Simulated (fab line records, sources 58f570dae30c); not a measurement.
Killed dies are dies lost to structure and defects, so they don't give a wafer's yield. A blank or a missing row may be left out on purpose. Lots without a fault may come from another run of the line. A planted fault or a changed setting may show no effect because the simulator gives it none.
One fault seen from 2 desks | flow berkeley_cmos170 | each desk has only its own numbers; what lay behind them comes last

THE TOOL OWNER'S DESK: rie_diel-02
The tool's own readings at UCB170_GATE_ETCH_14 (etches BARC in N2/H2): means of the sampled wafers that have a number, for each lot that ran on this tool. A lot is out of limits, marked OUT, if its mean lies more than 4 standard deviations from the usual mean; the brackets give that distance.
Columns: A = chamber_pressure_mTorr at UCB170_GATE_ETCH_14, usual 30.005 mTorr; B = drypump_motor_current_A at UCB170_GATE_ETCH_14, usual 5.9 A; C = h2_flow_sccm at UCB170_GATE_ETCH_14, usual 200.1 sccm; D = oes_product_au at UCB170_GATE_ETCH_14, usual 1.013 a.u.; E = throttle_valve_pct at UCB170_GATE_ETCH_14, usual 13.35 %
lot  | first seen here | A      | B   | C     | D     | E
L978 | day 6 15:17     | 29.999 | 5.8 | 200.4 | 1.009 | 13.43
L984 | day 8 06:41     | 29.978 | 5.6 | 200.4 | 1.017 | 13.51
L986 | day 8 14:59     | 30.009 | 5.5 | 199.8 | 1.022 | 13.51
L991 | day 9 07:50     | 29.991 | 5.6 | 199.8 | 1.021 | 13.51
L992 | day 9 16:04     | 30.010 | 5.7 | 199.6 | 1.017 | 13.38
L994 | day 10 09:30    | 30.018 | 5.5 | 200.1 | 1.008 | 13.57
This desk's finding: nothing out of limits on any of the 6 lots.

THE METROLOGY DESK
What the gauges read, lot by lot, whatever tool the lot ran on: means of the sampled wafers that have a number. A lot is out of limits, marked OUT, if its mean lies more than 4 standard deviations from the usual mean; the brackets give that distance.
Columns: A = M2_OVL at UCB170_M2_OVL_MEAS_16, usual -2 nm; B = V2_TEOS_THK at UCB170_V2_THK_MEAS_01, usual 2005 nm; C = V2_BOW at UCB170_V2_BOW_MEAS_03, usual 36 um
lot  | first seen here | A  | B    | C
L975 | day 7 08:24     | -5 | 2022 | 39
L977 | day 7 08:36     | 1  | 2014 | 39
L976 | day 7 08:56     | -5 | 1992 | 30
L978 | day 8 00:29     | -7 | 2013 | 33
L981 | day 8 15:01     | 8  | 1983 | 43
L984 | day 9 15:21     | 4  | 2005 | 32
L983 | day 9 15:36     | -2 | 2015 | 41
L986 | day 9 22:58     | -3 | 2005 | 28
L987 | day 9 23:15     | -1 | 1985 | 37
L990 | day 10 05:28    | -1 | 1974 | 39
L988 | day 10 13:36    | 4  | 2045 | 31
L991 | day 10 13:58    | 1  | 1979 | 45
L992 | day 11 01:58    | 4  | 2003 | 31
L994 | day 11 14:31    | -7 | 1990 | 26
L998 | day 12 18:10    | 3  | 2019 | 41
This desk's finding: nothing out of limits on any of the 15 lots.

PUT TOGETHER
The tool owner's desk saw nothing out of limits.
The metrology desk saw nothing out of limits.

WHAT THE SIMULATOR HAD PUT IN
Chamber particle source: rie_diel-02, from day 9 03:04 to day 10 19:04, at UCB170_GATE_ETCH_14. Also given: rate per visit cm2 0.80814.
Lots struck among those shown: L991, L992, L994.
